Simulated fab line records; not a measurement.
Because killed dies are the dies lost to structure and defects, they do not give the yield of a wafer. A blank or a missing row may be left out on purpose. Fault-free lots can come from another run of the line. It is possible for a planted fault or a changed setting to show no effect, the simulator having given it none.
Which tool was responsible? -- flow rit_cmos -- Sampling: 14 lots, 42 wafers, 2 of 202 route steps

WHAT EACH GAUGE READ, for each wafer
Not one reading of a measure or inspect step in the record can be checked against a usual standard deviation.

WHAT TOOL EACH LOT RAN ON (gives the tool, then ch and the chambers of the sampled wafers, and finally the start)
lot,RIT_M1_HARDBAKE_11,RIT_M1_PROBE_99
L412,"litho_track-04 ch 0, day 3 10:43","prober-02, day 3 13:13"
L413,"litho_track-01 ch 0, day 3 16:31","prober-01, day 3 20:43"
L414,"litho_track-01 ch 0, day 3 19:26","prober-02, day 4 00:54"
L416,"litho_track-04 ch 0, day 4 06:10","prober-02, day 4 09:02"
L417,"litho_track-02 ch 0, day 4 09:52","prober-01, day 4 12:38"
L418,"litho_track-01 ch 0, day 4 13:02","prober-02, day 4 15:32"
L419,"litho_track-01 ch 0, day 4 21:26","prober-01, day 5 00:56"
L420,"litho_track-01 ch 0, day 4 23:21","prober-02, day 5 02:32"
L422,"litho_track-04 ch 0, day 5 13:52","prober-02, day 5 16:50"
L426,"litho_track-01 ch 0, day 6 05:25","prober-02, day 6 08:35"
L427,"litho_track-01 ch 0, day 6 08:42","prober-01, day 6 11:24"
L431,"litho_track-02 ch 0, day 7 07:17","prober-01, day 7 10:20"
L433,"litho_track-02 ch 0, day 7 17:46","prober-01, day 7 21:10"
L435,"litho_track-04 ch 0, day 8 06:34","prober-01, day 8 09:14"
- RIT_M1_HARDBAKE_11: time 120 s.
- RIT_M1_PROBE_99

AS READ BY THE TOOLS THEMSELVES (means over the sampled wafers that have a number; for cases with no such wafer, the mark the record gives instead)
RIT_M1_HARDBAKE_11. Usual: chill_plate_temp_C 23.00 C, standard deviation 0.11; heater_power_total_W 52.03 W, standard deviation 0.064; plate_temp_C 139.97 C, standard deviation 0.15.
lot,tool,chill_plate_temp_C (C),heater_power_total_W (W),plate_temp_C (C),flag
L412,litho_track-04,22.92,52.03,139.90,
L413,litho_track-01,22.93,52.04,140.15,
L414,litho_track-01,23.08,52.05,139.83,
L416,litho_track-04,23.01,52.07,140.06,
L417,litho_track-02,22.92,52.04,139.91,
L418,litho_track-01,23.03,52.01,140.05,
L419,litho_track-01,22.86,51.94,139.98,
L420,litho_track-01,23.00,52.00,140.12,
L422,litho_track-04,23.09,52.04,139.91,
L426,litho_track-01,22.97,42.78,120.50,OFF
L427,litho_track-01,22.83,42.74,120.74,OFF
L431,litho_track-02,22.89,52.04,139.83,
L433,litho_track-02,23.03,52.02,139.82,
L435,litho_track-04,22.96,52.05,139.98,

RIT_M1_PROBE_99. Usual: defect_limited_yield 97.4 %, standard deviation 1.1; killed_at_M0_to_M3 0.0, standard deviation 0.2; killed_at_contacts 0.1, standard deviation 0.32; killed_at_front_end 6.7, standard deviation 2.9; killed_dies 6.8, standard deviation 2.9; killed_open 3.3, standard deviation 1.7; killed_short 3.4, standard deviation 2.1; sort_bin_3_pad_short 0.1 %, standard deviation 0.2; sort_bin_5_function 1.5 %, standard deviation 0.76; sort_bin_6_memory 1.0 %, standard deviation 0.65; sort_n_pass 257.2, standard deviation 2.9; sort_yield_pct 97.4 %, standard deviation 1.1.
lot,tool,defect_limited_yield (%),killed_at_M0_to_M3,killed_at_contacts,killed_at_front_end,killed_dies,killed_open,killed_short,sort_bin_3_pad_short (%),sort_bin_5_function (%),sort_bin_6_memory (%),sort_n_pass,sort_yield_pct (%),flag
L412,prober-02,98.6,0.0,0.0,3.7,3.7,1.7,2.0,0.0,1.0,0.4,260.3,98.6,
L413,prober-01,97.2,0.0,0.0,7.3,7.3,3.3,4.0,0.1,1.4,1.3,256.7,97.2,
L414,prober-02,97.2,0.0,0.7,6.7,7.3,3.3,4.0,0.4,1.9,0.5,256.7,97.2,
L416,prober-02,97.4,0.0,0.0,6.7,6.7,3.7,3.0,0.1,1.8,0.6,257.3,97.4,
L417,prober-01,96.6,0.0,0.0,9.0,9.0,5.0,4.0,0.0,2.4,1.0,255.0,96.6,
L418,prober-02,97.7,0.0,0.3,5.7,6.0,4.0,2.0,0.1,0.9,1.3,258.0,97.7,
L419,prober-01,98.0,0.0,0.0,5.3,5.3,3.3,2.0,0.0,1.6,0.4,258.7,98.0,
L420,prober-02,96.5,0.0,0.7,8.7,9.3,3.3,6.0,0.3,1.5,1.8,254.7,96.5,
L422,prober-02,97.2,0.0,0.0,7.3,7.3,3.0,4.3,0.0,1.6,1.2,256.7,97.2,
L426,prober-02,97.7,0.0,0.0,6.0,6.0,3.0,3.0,0.0,1.1,1.2,258.0,97.7,
L427,prober-01,97.9,0.0,0.3,5.3,5.7,3.7,2.0,0.0,1.6,0.5,258.3,97.9,
L431,prober-01,96.8,0.7,0.0,7.7,8.3,3.3,4.7,0.3,1.8,1.1,255.7,96.8,OFF
L433,prober-01,97.6,0.0,0.3,6.0,6.3,2.0,4.3,0.1,1.1,1.2,257.7,97.6,
L435,prober-01,98.0,0.0,0.0,5.3,5.3,2.7,2.7,0.0,1.1,0.9,258.7,98.0,

THE ANSWER, worked out from the rows above alone
Rule: lot off if the mean of its wafers having a number is beyond 3 standard deviations from the usual mean. Also off: a lot with no number at a reading for which 4 or more lots have one. The other lots that the step has rows for count as sound. After the gauges, taken in route order, come the tools' own readings; for these a lot's mean is taken, as printed above. At the first step where some lot is off, the reading lying furthest off is the one used; lots without a number count as furthest.
Off, at RIT_M1_HARDBAKE_11 on heater_power_total_W: L426, L427.
A tool fits if, at that step or a process step before it, it ran every lot that is off, and no sound lot after the first of them. One fits: RIT_M1_HARDBAKE_11 on litho_track-01. Its last sound lot is L420 (day 4 23:21), its first lot that is off L426 (day 6 05:25): a fault that began between those two fits.
The tool's own readings at RIT_M1_HARDBAKE_11 bear it out: on the lots that are off they differ by more than 5 times the standard deviation of the sound lots' means. heater_power_total_W reads 42.76 W there against 52.03 W on the sound lots; plate_temp_C reads 120.62 C there against 139.96 C on the sound lots.

WHAT HAD BEEN PUT IN BY THE SIMULATOR
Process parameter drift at RIT_M1_HARDBAKE_11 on litho_track-01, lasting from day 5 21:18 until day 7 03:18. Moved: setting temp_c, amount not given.
Lots struck among those shown: L426, L427. The rule given above showed the same thing.
